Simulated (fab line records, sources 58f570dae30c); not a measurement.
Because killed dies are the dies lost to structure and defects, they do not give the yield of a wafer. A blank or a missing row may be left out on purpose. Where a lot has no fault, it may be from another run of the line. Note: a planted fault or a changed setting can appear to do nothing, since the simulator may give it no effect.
2 desks looking at one fault ; flow berkeley-cmos170 ; each desk has only its own numbers; what lay behind them comes last

## FROM THE METROLOGY DESK
What the gauges read, lot by lot, whatever tool the lot ran on: means of the sampled wafers that have a number. A lot is out of limits, marked OUT, if its mean lies more than 4 standard deviations from the usual mean; the brackets give that distance.
Columns: A = NLDD_RS at UCB170_SDANNEAL_RS_MEAS_05, usual 616.6 ohm/sq
lot;first seen here;A
L454;day 8 09:03;619.0
L453;day 8 09:04;613.8
L455;day 8 22:16;614.8
L457;day 9 02:49;616.2
L456;day 9 03:39;614.6
L459;day 9 13:43;617.4
L460;day 9 13:59;618.1
L463;day 10 12:15;617.2
L465;day 11 01:41;641.1 (+15) OUT
L467;day 11 23:52;615.8
L471;day 12 16:27;643.6 (+17) OUT
L472;day 12 16:34;616.1
L473;day 12 16:55;617.4
L475;day 13 16:02;618.0
This desk finds L465, L471 out of limits, with the earliest case on L465 at day 11 01:41 (NLDD_RS at UCB170_SDANNEAL_RS_MEAS_05). In limits: L454, L453, L455, L457, L456, L459, L460, L463, L467, L472, L473, L475.

## DESK OF THE TOOL OWNER: implanter-03
The tool's own readings at UCB170_NLDD_IMPLANT_08, given as means over the sampled wafers that have a number, one for each lot that went through this tool. A lot is out of limits, marked OUT, if its mean lies more than 4 standard deviations from the usual mean; the brackets give that distance.
Columns: A = dose-ions-cm2 at UCB170_NLDD_IMPLANT_08, usual 5e+13; B = faraday-current-uA at UCB170_NLDD_IMPLANT_08, usual 159
lot;first seen here;A;B
L453;day 7 19:10;5e+13;157
L455;day 8 07:24;5e+13;158
L456;day 8 15:29;5e+13;158
L460;day 9 02:08;5e+13;160
L465;day 10 10:32;4e+13 (-99 or more) OUT;143 (-5.0) OUT
L471;day 12 00:32;4e+13 (-99 or more) OUT;136 (-7.2) OUT
This desk finds L465, L471 out of limits, L465 being first, at day 10 10:32 (dose-ions-cm2 at UCB170_NLDD_IMPLANT_08). In limits: L453, L455, L456, L460.

## TAKEN TOGETHER
An alarm could have come from the tool owner's desk at day 10 10:32, on L465, L471.
Metrology desk: alarm possible at day 11 01:41 on L465, L471.
UCB170_NLDD_IMPLANT_08 was run on implanter-03 by each of the lots named.

## WHAT THE SIMULATOR HAD PUT IN
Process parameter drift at UCB170_NLDD_IMPLANT_08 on implanter-03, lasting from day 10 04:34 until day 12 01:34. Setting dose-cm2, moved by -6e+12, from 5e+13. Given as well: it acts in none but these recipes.
Lots struck among those shown: L465, L471.
Hours from the fault's start to each desk's first reading out of limits: the tool owner's desk, 6; the metrology desk, 21.
